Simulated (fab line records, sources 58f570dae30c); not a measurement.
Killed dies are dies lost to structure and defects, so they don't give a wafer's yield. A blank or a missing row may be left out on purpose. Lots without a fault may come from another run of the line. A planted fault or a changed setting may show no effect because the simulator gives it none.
Split-lot experiment | flow berkeley_cmos170 | 5 lots, 23 wafers read, on a route of 331 steps

THE SPLIT
At UCB170_NWELL_IMPLANT_14, the setting dose_cm2 was moved away from the recipe's 1e+13 on 5 of the 23 wafers read, by +2.6% to +6.5%. The other wafers ran this setting at the recipe's value.

FROM THE SPLIT TO THE READING: what the file shows between them, 1 step
- UCB170_NWELL_STRIP_15: strips in O2

THE READING
NWELL_TW, at UCB170_NWELL_TW_MEAS_16. Fault-free wafers of this fab line usually give 1252, standard deviation 9.2.

wafer  | tool, chamber at the split | dose_cm2 as run | against the recipe | NWELL_TW | against lot-mates on the recipe
L076.1 | implanter-02, 0            | 1.065e+13       | +6.5%              | 1264     | +16
L076.2 | implanter-02, 0            | 1e+13           | recipe             | 1250     | -
L076.3 | implanter-02, 0            | 1.065e+13       | +6.5%              | 1269     | +20
L076.4 | implanter-02, 0            | 1e+13           | recipe             | 1247     | -
L076.6 | implanter-02, 0            | 1.065e+13       | +6.5%              | 1273     | +24
L077.1 | implanter-03, 0            | 1e+13           | recipe             | 1259     | -
L077.2 | implanter-03, 0            | 1e+13           | recipe             | 1255     | -
L077.3 | implanter-03, 0            | 1e+13           | recipe             | 1258     | -
L077.4 | implanter-03, 0            | 1e+13           | recipe             | 1254     | -
L077.6 | implanter-03, 0            | 1e+13           | recipe             | 1259     | -
L079.1 | implanter-03, 0            | 1.026e+13       | +2.6%              | 1251     | +13
L079.2 | implanter-03, 0            | 1e+13           | recipe             | 1236     | -
L079.4 | implanter-03, 0            | 1e+13           | recipe             | 1241     | -
L079.5 | implanter-03, 0            | 1e+13           | recipe             | 1237     | -
L079.6 | implanter-03, 0            | 1.026e+13       | +2.6%              | 1257     | +19
L081.1 | implanter-04, 0            | 1e+13           | recipe             | 1249     | -
L081.2 | implanter-04, 0            | 1e+13           | recipe             | 1248     | -
L081.4 | implanter-04, 0            | 1e+13           | recipe             | 1249     | -
L081.5 | implanter-04, 0            | 1e+13           | recipe             | 1255     | -
L081.6 | implanter-04, 0            | 1e+13           | recipe             | 1256     | -
L083.1 | implanter-04, 0            | 1e+13           | recipe             | 1255     | -
L083.5 | implanter-04, 0            | 1e+13           | recipe             | 1252     | -
L083.6 | implanter-04, 0            | 1e+13           | recipe             | 1251     | -

THE FIT
A straight line over all 23 wafers: NWELL_TW changes by +2.67 for each +1% of dose_cm2; r = +0.69; the points scatter about the line by 6.5.
The same after taking each lot's own level away (the mean of its wafers on the recipe; 23 wafers): +3.32 for each +1%; r = +0.91; scatter 3.6.
On that fit, the largest move of dose_cm2 shifts the reading by 22.
The lots' own levels span 1238.0 to 1257.0, that is 2.1 times the standard deviation above.
So the lot-to-lot level blurs the effect unless lot-mates are compared.
Check: with one of the wafers moved furthest among these (+6.5%) left out of the fit, the line predicts +24.8 for it against its lot-mates. It came out at +15.5 against them.

THE FILE'S OWN FIT
NWELL_TW changes by +3.57 for each +1% of dose_cm2, r = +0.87.
